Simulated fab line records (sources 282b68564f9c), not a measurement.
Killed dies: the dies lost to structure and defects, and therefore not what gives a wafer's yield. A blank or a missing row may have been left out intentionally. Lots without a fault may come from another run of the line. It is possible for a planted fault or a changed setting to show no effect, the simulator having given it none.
Problem report in the 8D (eight disciplines) form, filled by code || flow rit_cmos || the parts of the form that need people (team, actions taken, sign-off) are left out

== 1. WHAT WENT WRONG ==
A mean of 152.8 s is read at RIT_GATE_ETCH_19 for run_length_s, taken on 1 wafer of 1 lot, against 193.2 s (standard deviation 0.44) on wafers free of any fault. That is -92 standard deviations from the usual mean.
The step: etches poly-Si in SF6/CHF3/O2, stops on SiO2, time 165 s, target depth 312.5 nm.
First observed at day 4 19:55: wafer L434.2, on rie_si-02. The record holds 15 wafers of 5 lots with a number at this step. By rule, "out" or "out of limits" means more than 4 standard deviations away from the usual mean. Any other wafer with a number is counted as sound.

== 2. WHAT IT IS; WHAT IT IS NOT ==
{"question": "which readings at this step", "is": "run_length_s, oes_product_au", "is not": "drypump_motor_current_A, throttle_valve_pct"}
{"question": "which lots", "is": "L434", "is not": "L427, L441, L445, L446"}
{"question": "which wafers of those lots", "is": "L434.2", "is not": "L434.1, L434.3"}
{"question": "read on which tools", "is": "rie_si-02", "is not": "rie_si-01"}
{"question": "when", "is": "from day 4 19:55", "is not": "up to then (5 sound wafers); but 9 sound wafers of L441, L445, L446 came after"}

== 3. WHAT RULES OUT EACH SUSPECT ==
Counting: a tool at a process step up to the reading stays a suspect if it ran every lot that is out. Sound lots after the first of them don't rule it out here, since some wafers of a struck lot are sound.
- litho_track-04 at RIT_GATE_SOFTBAKE_12 (time 61.23 s): kept. It ran the lot that is out, L434 (day 4 18:56).
- rie_si-02 at RIT_GATE_ETCH_19 (etches poly-Si in SF6/CHF3/O2, stops on SiO2, time 165 s, target depth 312.5 nm): kept. It ran the lot that is out, L434 (day 4 19:55). Its own oes_product_au, run_length_s readings are out on those wafers.
- In rie_si-02 at RIT_GATE_ETCH_19, the wafers that are out were processed in chamber 0 and their sound lot-mates in chambers 2, 3.
What counting leaves: litho_track-04 at RIT_GATE_SOFTBAKE_12 and rie_si-02 at RIT_GATE_ETCH_19.

== 4. THE CAUSE (what the simulator had put in) ==
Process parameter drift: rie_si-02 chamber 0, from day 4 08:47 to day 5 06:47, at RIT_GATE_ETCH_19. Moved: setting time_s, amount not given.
This tool is one of the 2 suspects left after counting.

== 5. THE EFFECT CHAIN, in route order ==
Rows list readings where the struck wafers' mean (over those with a number) sits beyond 3 standard deviations from the usual. Readings are gone through only where the record gives a usual standard deviation; hours: the median, over the lots, of the time from a lot's start at the first step in this table giving one to that lot's start at this step; sigmas: the change measured in usual standard deviations.
{"hours": 0, "step": "RIT_GATE_ETCH_19", "reading": "oes_product_au", "usual": "0.850 a.u.", "on struck wafers": 1.017, "change": "+0.167", "sigmas": "+13"}
{"hours": 0, "step": "RIT_GATE_ETCH_19", "reading": "run_length_s", "usual": "193.2 s", "on struck wafers": 152.8, "change": -40.4, "sigmas": -92}
It contains these process steps:
- RIT_GATE_ETCH_19: etches poly-Si in SF6/CHF3/O2, stops on SiO2, time 165 s, target depth 312.5 nm.

== 6. WHAT WOULD HAVE CAUGHT IT SOONER ==
11 hours passed between the start of the fault at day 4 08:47 and the first reading out of limits in this record, taken at day 4 19:55.
